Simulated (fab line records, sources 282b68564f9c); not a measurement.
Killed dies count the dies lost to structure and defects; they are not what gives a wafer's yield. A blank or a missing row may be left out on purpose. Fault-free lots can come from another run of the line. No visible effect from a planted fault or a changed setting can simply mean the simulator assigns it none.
Problem report, 8D (eight disciplines) form, completed by code || flow rit_cmos || the parts of the form that need people (team, actions taken, sign-off) are left out

1. WHAT WENT WRONG
Mean of o2_flow_sccm at RIT_PWELL_STRIP_09: 4806 sccm across 6 wafers in 2 lots; on wafers with no fault it is 4005 sccm (standard deviation 13). That puts it +62 standard deviations away from the usual mean.
The step: strips in O2, time 180 s.
First observed at day 4 15:24: wafer L904.2, on plasma_asher-04. At this step, 42 wafers from 14 lots have a number in the record. By rule, "out" or "out of limits" means more than 4 standard deviations away from the usual mean. The rest of the wafers with a number are treated as sound.

2. WHAT IT IS; WHAT IT IS NOT
{"question": "which readings at this step", "is": "o2_flow_sccm", "is not": "chamber_pressure_mTorr, drypump_motor_current_A"}
{"question": "which lots", "is": "L904, L905", "is not": "L891, L893, L895, L896, L897, L898, L899, L901, L903, L912, L913, L914"}
{"question": "which wafers of those lots", "is": "all that have a number", "is not": "-"}
{"question": "read on which tools", "is": "plasma_asher-04", "is not": "plasma_asher-01, plasma_asher-02"}
{"question": "when", "is": "from day 4 15:24", "is not": "up to then (27 sound wafers); but 9 sound wafers of L912, L913, L914 came after"}

3. SUSPECTS, AND WHAT RULES EACH OUT
Counting: a tool at any process step up to the reading remains a suspect when it ran all the lots that are out and ran no sound lot after the first of those.
- plasma_asher-04 at RIT_PWELL_STRIP_09 (strips in O2, time 180 s): kept. It ran every lot that is out, first L904 (day 4 15:24), and no sound lot after that; its last sound lot up to then is L899 (day 3 14:53). Out on those wafers are its own readings of o2_flow_sccm.
Remaining after the count: plasma_asher-04 at RIT_PWELL_STRIP_09.

4. THE CAUSE (what the simulator had put in)
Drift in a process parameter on plasma_asher-04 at RIT_PWELL_STRIP_09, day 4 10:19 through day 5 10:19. The setting o2_flow_sccm was moved by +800, starting from 4000. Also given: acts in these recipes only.
After counting, this tool was the only one left.

5. THE CHAIN OF EFFECTS, in route order
One row per reading whose mean, taken over the struck wafers that have a number, lies over 3 standard deviations from the usual. Only readings whose record carries a usual standard deviation are examined. hours: median over the lots of the time between each lot's start at the first step of this table that gives one and its start at this step. sigmas: the change, counted in usual standard deviations.
{"hours": 0, "step": "RIT_PWELL_STRIP_09", "reading": "o2_flow_sccm", "usual": "4005 sccm", "on struck wafers": 4806, "change": "+801", "sigmas": "+62"}
Process steps it contains:
- RIT_PWELL_STRIP_09: strips in O2, time 180 s.

6. WHAT WOULD HAVE CAUGHT IT SOONER
5 hours passed between the start of the fault at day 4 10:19 and the first reading out of limits in this record, taken at day 4 15:24.
